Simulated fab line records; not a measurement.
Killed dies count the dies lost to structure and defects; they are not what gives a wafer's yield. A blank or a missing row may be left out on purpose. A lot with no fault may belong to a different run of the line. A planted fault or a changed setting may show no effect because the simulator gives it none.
One fault seen from 2 desks	flow rit cmos	numbers are kept per desk, each desk with only its own; the story behind them comes last

== TOOL OWNER'S DESK, wet bench-04 ==
The tool's own readings at RIT_FOX2_CLEAN_02 (cleans in dHF, time 180 s): means of the sampled wafers that have a number, for each lot that ran on this tool. If a lot's mean is further than 4 standard deviations from the usual mean, the lot is out of limits and carries the mark OUT (the distance appears in the brackets).
Columns: A = run length s at RIT_FOX2_CLEAN_02, usual 208 s
lot	first seen here	A
L450	day 1 19:55	206
L451	day 2 00:36	206
L452	day 2 05:17	208
L453	day 2 10:04	207
L454	day 2 15:50	207
L456	day 3 00:28	206
L460	day 3 20:47	206
L467	day 5 07:34	928 (+99 or more) OUT
L471	day 6 03:22	206
Finding of this desk: L467 out of limits; the first was L467 at day 5 07:34, on run length s at RIT_FOX2_CLEAN_02. In limits: L450, L451, L452, L453, L454, L456, L460, L471.

== METROLOGY DESK ==
Means of the sampled wafers that have a number, per lot and without regard to the tool the lot ran on: this is what the gauges read. If a lot's mean is further than 4 standard deviations from the usual mean, the lot is out of limits and carries the mark OUT (the distance appears in the brackets).
Columns: A = FIELD_OXIDE_LEFT_1_THK at RIT_FOX2_THK_MEAS_90, usual 322 nm; B = FIELD_OXIDE_LEFT_2_THK at RIT_FOX2_THK_MEAS_91, usual 254 nm
lot	first seen here	A	B
L450	day 1 20:48	330	261
L451	day 2 01:29	324	256
L452	day 2 06:15	324	256
L453	day 2 10:53	331	262
L454	day 2 16:43	316	248
L456	day 3 01:22	324	256
L457	day 3 06:20	324	256
L459	day 3 17:49	312	244
L460	day 3 21:41	320	253
L467	day 5 08:23	266 (-9.1) OUT	197 (-9.1) OUT
L471	day 6 04:16	317	250
L472	day 6 09:18	318	248
L473	day 6 14:11	320	253
This desk's result: L467 out of limits, first on L467 (FIELD_OXIDE_LEFT_1_THK at RIT_FOX2_THK_MEAS_90), day 5 08:23. In limits: L450, L451, L452, L453, L454, L456, L457, L459, L460, L471, L472, L473.

== PUT TOGETHER ==
At day 5 07:34, on L467, the tool owner's desk was in a position to raise an alarm.
L467 would have let the metrology desk raise an alarm at day 5 08:23.
All the named lots went through RIT_FOX2_CLEAN_02 on wet bench-04.

== WHAT THE SIMULATOR PUT IN ==
wet bench-04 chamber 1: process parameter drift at RIT_FOX2_CLEAN_02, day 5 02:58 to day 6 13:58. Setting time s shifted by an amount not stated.
Shown lots that were struck: L467.
Fault start to first reading out of limits, in hours, per desk: tool owner, 5; metrology, 5.
